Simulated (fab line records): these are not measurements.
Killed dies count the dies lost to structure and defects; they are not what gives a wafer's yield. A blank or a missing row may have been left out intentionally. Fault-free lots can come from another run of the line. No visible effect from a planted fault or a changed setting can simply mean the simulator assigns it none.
fab line records :: flow ritCmos
[record]
  lots = 14
  wafers = 42
  lastDay = 7
route steps=202 shown GATE@91
lots that met no fault: taken from a fault-free run of the same line
startH: hours from the record's opening day to when the first of the lot's shown wafers began :: waitH: time in hours since the lot's previous step :: " repeats the value in the row above :: L1.1+2: one row covering several wafers at once :: - no value present, or no start provided :: * or withheld: withheld :: < > ~ a bound
route shown NAME@n: names a module that has steps shown in the file, with the first one's number in the route :: usual: average and standard deviation across the fault-free wafers :: same: alike in all rows :: chamber/n: place in a boat :: sites: each site's reading :: _std_site: standard deviation across them :: _edge_site: inner sites' mean taken away from outer sites' mean :: radiusMm: for every site, how far away it sits from the centre of the wafer :: mask NAME#n: copy n :: behind: the most recent tool/chamber to have shaped the wafer :: hold: cause of the lot's hold/its duration in hours/its outcome :: device: transistor that didn't switch, given as n, p or np :: end of line: the route-end tests of the same wafers :: a step given without rows: its recipe and nothing more :: killed: not the wafer's yield, but the dies lost to structure and defects at the first sort :: map: per-die view of a wafer (x killed, . not killed, _ where there is no die)
set.NAME: the setting the step ran with; set.NAME@STEP: the setting that earlier step ran with :: model.NAME: the simulator's own value behind a step, which no gauge read
the route's steps for a sample of lots (tables are steps, rows are wafers)
[[steps]]
[step RIT_GATE_DEVELOP_15]
[recipe]
  resist = NOVOLAK
  developTimeS = 50
  devTempC = 23
[usual]
  chillPlateTempC = 22.99/0.11
  developTimeS = 50/0
lot.wafer: L617.1
tool: lithoTrack-04
chamber: 0
startH: 37
waitH: -
chillPlateTempC: 22.84
developTimeS: 50

lot.wafer: L617.5
tool: lithoTrack-04
chamber: 0
startH: 37
waitH: -
chillPlateTempC: 22.95
developTimeS: 50

lot.wafer: L617.6
tool: lithoTrack-04
chamber: 0
startH: 37
waitH: -
chillPlateTempC: 22.88
developTimeS: 50

lot.wafer: L619.1
tool: lithoTrack-02
chamber: 0
startH: 48
waitH: -
chillPlateTempC: 22.92
developTimeS: 50

lot.wafer: L619.4
tool: lithoTrack-02
chamber: 0
startH: 48
waitH: -
chillPlateTempC: 22.86
developTimeS: 50

lot.wafer: L619.6
tool: lithoTrack-02
chamber: 0
startH: 48
waitH: -
chillPlateTempC: 23.13
developTimeS: 50

lot.wafer: L622.1
tool: lithoTrack-03
chamber: 0
startH: 63
waitH: -
chillPlateTempC: 22.98
developTimeS: 50

lot.wafer: L622.2
tool: lithoTrack-03
chamber: 0
startH: 63
waitH: -
chillPlateTempC: 22.91
developTimeS: 50

lot.wafer: L622.3
tool: lithoTrack-03
chamber: 0
startH: 63
waitH: -
chillPlateTempC: 22.89
developTimeS: 50

lot.wafer: L624.1
tool: lithoTrack-03
chamber: 0
startH: 73
waitH: -
chillPlateTempC: 23.00
developTimeS: 50

lot.wafer: L624.2
tool: lithoTrack-03
chamber: 0
startH: 73
waitH: -
chillPlateTempC: 22.98
developTimeS: 50

lot.wafer: L624.5
tool: lithoTrack-03
chamber: 0
startH: 73
waitH: -
chillPlateTempC: 22.98
developTimeS: 50

lot.wafer: L625.1
tool: lithoTrack-04
chamber: 0
startH: 79
waitH: -
chillPlateTempC: 22.95
developTimeS: 50

lot.wafer: L625.2
tool: lithoTrack-04
chamber: 0
startH: 79
waitH: -
chillPlateTempC: 22.99
developTimeS: 50

lot.wafer: L625.3
tool: lithoTrack-04
chamber: 0
startH: 79
waitH: -
chillPlateTempC: 22.93
developTimeS: 50

lot.wafer: L626.2
tool: lithoTrack-03
chamber: 0
startH: 82
waitH: -
chillPlateTempC: 22.85
developTimeS: 50

lot.wafer: L626.5
tool: lithoTrack-03
chamber: 0
startH: 82
waitH: -
chillPlateTempC: 23.04
developTimeS: 50

lot.wafer: L626.6
tool: lithoTrack-03
chamber: 0
startH: 82
waitH: -
chillPlateTempC: 22.75
developTimeS: 50

lot.wafer: L627.1
tool: lithoTrack-03
chamber: 0
startH: 90
waitH: -
chillPlateTempC: 23.14
developTimeS: 50

lot.wafer: L627.3
tool: lithoTrack-03
chamber: 0
startH: 90
waitH: -
chillPlateTempC: 23.16
developTimeS: 50

lot.wafer: L627.5
tool: lithoTrack-03
chamber: 0
startH: 90
waitH: -
chillPlateTempC: 23.18
developTimeS: 50

lot.wafer: L628.1
tool: lithoTrack-04
chamber: 0
startH: 93
waitH: -
chillPlateTempC: 23.11
developTimeS: 50

lot.wafer: L628.2
tool: lithoTrack-04
chamber: 0
startH: 93
waitH: -
chillPlateTempC: 23.03
developTimeS: 50

lot.wafer: L628.6
tool: lithoTrack-04
chamber: 0
startH: 93
waitH: -
chillPlateTempC: 23.11
developTimeS: 50

lot.wafer: L629.1
tool: lithoTrack-04
chamber: 0
startH: 100
waitH: -
chillPlateTempC: 22.88
developTimeS: 50

lot.wafer: L629.3
tool: lithoTrack-04
chamber: 0
startH: 100
waitH: -
chillPlateTempC: 22.97
developTimeS: 50

lot.wafer: L629.6
tool: lithoTrack-04
chamber: 0
startH: 100
waitH: -
chillPlateTempC: 22.84
developTimeS: 50

lot.wafer: L630.1
tool: lithoTrack-04
chamber: -
startH: 104
waitH: -
chillPlateTempC: -
developTimeS: -

lot.wafer: L630.2
tool: lithoTrack-04
chamber: -
startH: 104
waitH: -
chillPlateTempC: -
developTimeS: -

lot.wafer: L630.4
tool: lithoTrack-04
chamber: -
startH: 104
waitH: -
chillPlateTempC: -
developTimeS: -

lot.wafer: L631.2
tool: lithoTrack-04
chamber: -
startH: 109
waitH: -
chillPlateTempC: -
developTimeS: -

lot.wafer: L631.3
tool: lithoTrack-04
chamber: -
startH: 109
waitH: -
chillPlateTempC: -
developTimeS: -

lot.wafer: L631.6
tool: lithoTrack-04
chamber: -
startH: 109
waitH: -
chillPlateTempC: -
developTimeS: -

lot.wafer: L632.3
tool: lithoTrack-02
chamber: 0
startH: 115
waitH: -
chillPlateTempC: 22.98
developTimeS: 50

lot.wafer: L632.5
tool: lithoTrack-02
chamber: 0
startH: 115
waitH: -
chillPlateTempC: 22.99
developTimeS: 50

lot.wafer: L632.6
tool: lithoTrack-02
chamber: 0
startH: 115
waitH: -
chillPlateTempC: 22.95
developTimeS: 50

lot.wafer: L638.2
tool: lithoTrack-02
chamber: 0
startH: 147
waitH: -
chillPlateTempC: 23.14
developTimeS: 50

lot.wafer: L638.3
tool: lithoTrack-02
chamber: 0
startH: 147
waitH: -
chillPlateTempC: 23.06
developTimeS: 50

lot.wafer: L638.6
tool: lithoTrack-02
chamber: 0
startH: 147
waitH: -
chillPlateTempC: 23.00
developTimeS: 50

lot.wafer: L640.1
tool: lithoTrack-04
chamber: 0
startH: 157
waitH: -
chillPlateTempC: 22.91
developTimeS: 50

lot.wafer: L640.4
tool: lithoTrack-04
chamber: 0
startH: 157
waitH: -
chillPlateTempC: 23.08
developTimeS: 50

lot.wafer: L640.6
tool: lithoTrack-04
chamber: 0
startH: 157
waitH: -
chillPlateTempC: 23.07
developTimeS: 50
[[key]]
[firstSign]
  step = RIT_GATE_DEVELOP_15
  reading = toolRecord
  direction = missing
effect none on later readings
metAt RIT_GATE_DEVELOP_15
struckLots L630,L631
laterRowsLeftOut L630.1,L630.2,L630.4,L631.2,L631.3,L631.6
sortLeftOut L630.1,L630.2,L630.4,L631.2,L631.3,L631.6
testerLeftOut L630,L631
onsetBetween 100 104
[fault]
  kind = skippedStepWhole
  tool = lithoTrack-04
  chamber = -
  onsetH = 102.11
  steps = RIT_GATE_DEVELOP_15
  scope = struckLotsOnly
// testerLeftOut: of these lots the tester's yield and bins aren't shown, on N5 and GAA mostly nor the transistor test; their killed dies are dies lost to structure and defects alone, not to doping, threshold or leakage, so they don't give the yield
// sortLeftOut: the simulated sort isn't trusted on such a fault, so these wafers' sort isn't shown, and their yield isn't known
// laterRowsLeftOut: the simulator's readings of these wafers behind a module that went badly wrong aren't trusted and aren't shown, but for the sort
